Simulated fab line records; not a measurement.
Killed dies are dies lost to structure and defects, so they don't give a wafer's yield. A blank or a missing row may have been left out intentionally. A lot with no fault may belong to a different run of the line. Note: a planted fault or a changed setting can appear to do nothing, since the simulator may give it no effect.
Problem report in the 8D (eight disciplines) form, filled by code    flow berkeley_cmos170    the parts of the form that need people (team, actions taken, sign-off) are left out

## 1. PROBLEM STATEMENT
At UCB170_M1_METAL_ETCH_12, rf_fwd_power_W averages 524.4 W over 6 wafers from 2 lots, while fault-free wafers read 596.4 W, standard deviation 1.8. That is -40 standard deviations from the usual mean.
The step: etches Al in Cl2/BCl3, stops on PSG, target depth 780 nm, time 130 s.
First seen on wafer L133.2, day 10 12:44, on rie_metal-01. The record holds 42 wafers of 14 lots with a number at this step. Rule for "out", or "out of limits": more than 4 standard deviations from the usual mean. The other wafers with a number count as sound.

## 2. WHAT IT IS, AND WHAT IT ISN'T
question                     is                      is not
which readings at this step  rf_fwd_power_W          chamber_pressure_mTorr, drypump_motor_current_A, oes_product_au, throttle_valve_pct
which lots                   L133, L135              L119, L120, L122, L123, L124, L125, L126, L128, L129, L140, L141, L142
which wafers of those lots   all that have a number  -
read on which tools          rie_metal-01            rie_metal-02, rie_metal-04
when                         from day 10 12:44       up to then (27 sound wafers); but 9 sound wafers of L140, L141, L142 came after

## 3. WHAT RULES OUT EACH SUSPECT
Counting: a tool at a process step up to the reading stays a suspect if it ran every lot that is out and no sound lot after the first of them.
- plasma_asher-03 at UCB170_CONTACT_STRIP_06 (strips in O2): ruled out as a lasting fault. Following L133 (day 10 08:09), the first lot on it that is out, the sound lots L142 were run on it.
- rie_metal-01 at UCB170_M1_METAL_ETCH_12 (etches Al in Cl2/BCl3, stops on PSG, target depth 780 nm, time 130 s): kept. It processed each lot that is out, first L133 at day 10 12:44, and no sound lot thereafter; up to then, the last sound lot it processed was L129 at day 9 12:01. Its own readings are out on those wafers: rf_fwd_power_W.
After counting, what remains is rie_metal-01 at UCB170_M1_METAL_ETCH_12.

## 4. THE CAUSE (what the simulator had put in)
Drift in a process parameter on rie_metal-01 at UCB170_M1_METAL_ETCH_12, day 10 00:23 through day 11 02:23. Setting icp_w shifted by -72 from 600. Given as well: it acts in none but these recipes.
The count eliminated every tool but this one.

## 5. THE EFFECT CHAIN, in route order
Each row: a reading where the mean over the struck wafers with a number is more than 3 standard deviations away from the usual. Only readings for which the record gives a usual standard deviation are gone through. hours: the time from each lot's start at the first step in this table that gives one to its start at this step, as a median over the lots. sigmas: the change in usual standard deviations.
hours  step                     reading         usual    on struck wafers  change  sigmas
0      UCB170_M1_METAL_ETCH_12  rf_fwd_power_W  596.4 W  524.4             -72.0   -40
It contains these process steps:
- UCB170_M1_METAL_ETCH_12: etches Al in Cl2/BCl3, stops on PSG, target depth 780 nm, time 130 s.
At these later measuring or inspecting steps, every struck wafer for which the step has a row has a number for every such reading, and none has moved that far: UCB170_V1_BOW_MEAS_03, UCB170_V1_OVL_MEAS_13.

## 6. HOW IT WOULD HAVE BEEN CAUGHT EARLIER
In this record no reading fell out of limits until day 10 12:44, 12 hours after the fault had begun at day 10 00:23.
